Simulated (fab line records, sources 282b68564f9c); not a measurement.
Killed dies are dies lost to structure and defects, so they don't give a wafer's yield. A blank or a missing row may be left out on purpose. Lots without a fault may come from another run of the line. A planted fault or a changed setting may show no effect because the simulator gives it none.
Split-lot experiment | flow rit_cmos | 5 lots, 23 wafers read, on a route of 202 steps

THE SPLIT
At RIT_PLDD_COAT_01 (resist thk 1000 nm), the setting spin_rpm was moved away from the recipe's 3250 rpm on 5 of the 23 wafers read, by -3.2% to +4.8%. The other wafers ran this setting at the recipe's value.

The reading is taken at the split's own step.

THE READING
NOVOLAK_of_PLDD_COAT_01.thk_nm (the simulator's own value, which no gauge read), in nm, at RIT_PLDD_COAT_01 (resist thk 1000 nm). The file gives no usual value for it. The 18 wafers here that ran the recipe average 1003.5 nm, standard deviation 2.3 nm.

wafer  | tool, chamber at the split | spin_rpm as run, rpm | against the recipe | NOVOLAK_of_PLDD_COAT_01.thk_nm, nm | against lot-mates on the recipe
L078.1 | litho_track-02, 0          | 3145                 | -3.2%              | 1021                               | +16.0
L078.3 | litho_track-02, 0          | 3145                 | -3.2%              | 1021                               | +16.0
L078.4 | litho_track-02, 0          | 3145                 | -3.2%              | 1023                               | +18.0
L078.5 | litho_track-02, 0          | 3250                 | recipe             | 1005                               | -
L078.6 | litho_track-02, 0          | 3250                 | recipe             | 1005                               | -
L079.1 | litho_track-02, 0          | 3250                 | recipe             | 999.8                              | -
L079.2 | litho_track-02, 0          | 3250                 | recipe             | 1002                               | -
L079.5 | litho_track-02, 0          | 3250                 | recipe             | 1002                               | -
L079.6 | litho_track-02, 0          | 3250                 | recipe             | 1002                               | -
L079.3 | litho_track-02, 0          | 3250                 | recipe             | 1001                               | -
L080.1 | litho_track-02, 0          | 3250                 | recipe             | 1004                               | -
L080.2 | litho_track-02, 0          | 3405                 | +4.8%              | 980.6                              | -21.4
L080.3 | litho_track-02, 0          | 3250                 | recipe             | 1002                               | -
L080.5 | litho_track-02, 0          | 3405                 | +4.8%              | 978.8                              | -23.2
L080.6 | litho_track-02, 0          | 3250                 | recipe             | 999.9                              | -
L081.1 | litho_track-03, 0          | 3250                 | recipe             | 1002                               | -
L081.3 | litho_track-03, 0          | 3250                 | recipe             | 1008                               | -
L081.4 | litho_track-03, 0          | 3250                 | recipe             | 1005                               | -
L081.5 | litho_track-03, 0          | 3250                 | recipe             | 1004                               | -
L081.6 | litho_track-03, 0          | 3250                 | recipe             | 1004                               | -
L084.1 | litho_track-02, 0          | 3250                 | recipe             | 1006                               | -
L084.2 | litho_track-02, 0          | 3250                 | recipe             | 1005                               | -
L084.3 | litho_track-02, 0          | 3250                 | recipe             | 1007                               | -

THE FIT
A straight line over all 23 wafers: NOVOLAK_of_PLDD_COAT_01.thk_nm changes by -5.25 nm for each +1% of spin_rpm; r = -0.98; the points scatter about the line by 2.2 nm.
The same after taking each lot's own level away (the mean of its wafers on the recipe; 23 wafers): -4.87 nm for each +1%; r = -0.99; scatter 1.4 nm.
On that fit, the largest move of spin_rpm shifts the reading by 23 nm.
The lots' own levels span 1001.36 to 1006.00 nm, that is 2.0 times the standard deviation above.
So the lot-to-lot level changes the slope little: the two slopes agree.
Check: with one of the wafers moved furthest among these (+4.8%) left out of the fit, the line predicts -23.9 nm for it against its lot-mates. It came out at -21.4 nm against them.

OTHER SPLITS ON THESE WAFERS
These wafers also went through other splits before the reading. Each is held against what the fit with the lots' levels taken away leaves over:
other split on the same wafers     | wafers away from the commonest value | r with NOVOLAK_of_PLDD_COAT_01.thk_nm (lot level and that fit taken away)
RIT_ACTIVE_OXIDATION_01 ox_time_s  | 15                                   | +0.13
RIT_ACTIVE_COAT_06 spin_rpm        | 9                                    | +0.05
RIT_FOX2_OXIDATION_00 ox_time_s    | 10                                   | -0.01
RIT_PRETRO_IMPLANT_08 energy_kev   | 9                                    | +0.11
RIT_GATE_CVD_08 pressure_mtorr     | 10                                   | +0.14
RIT_GATE_DEVELOP_15 develop_time_s | 6                                    | +0.19
RIT_REOX_OXIDATION_03 ox_time_s    | 15                                   | -0.08
RIT_NLDD_COAT_01 spin_rpm          | 9                                    | -0.07

THE FILE'S OWN FIT
NOVOLAK_of_PLDD_COAT_01.thk_nm changes by -4.87 nm for each +1% of spin_rpm, r = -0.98.
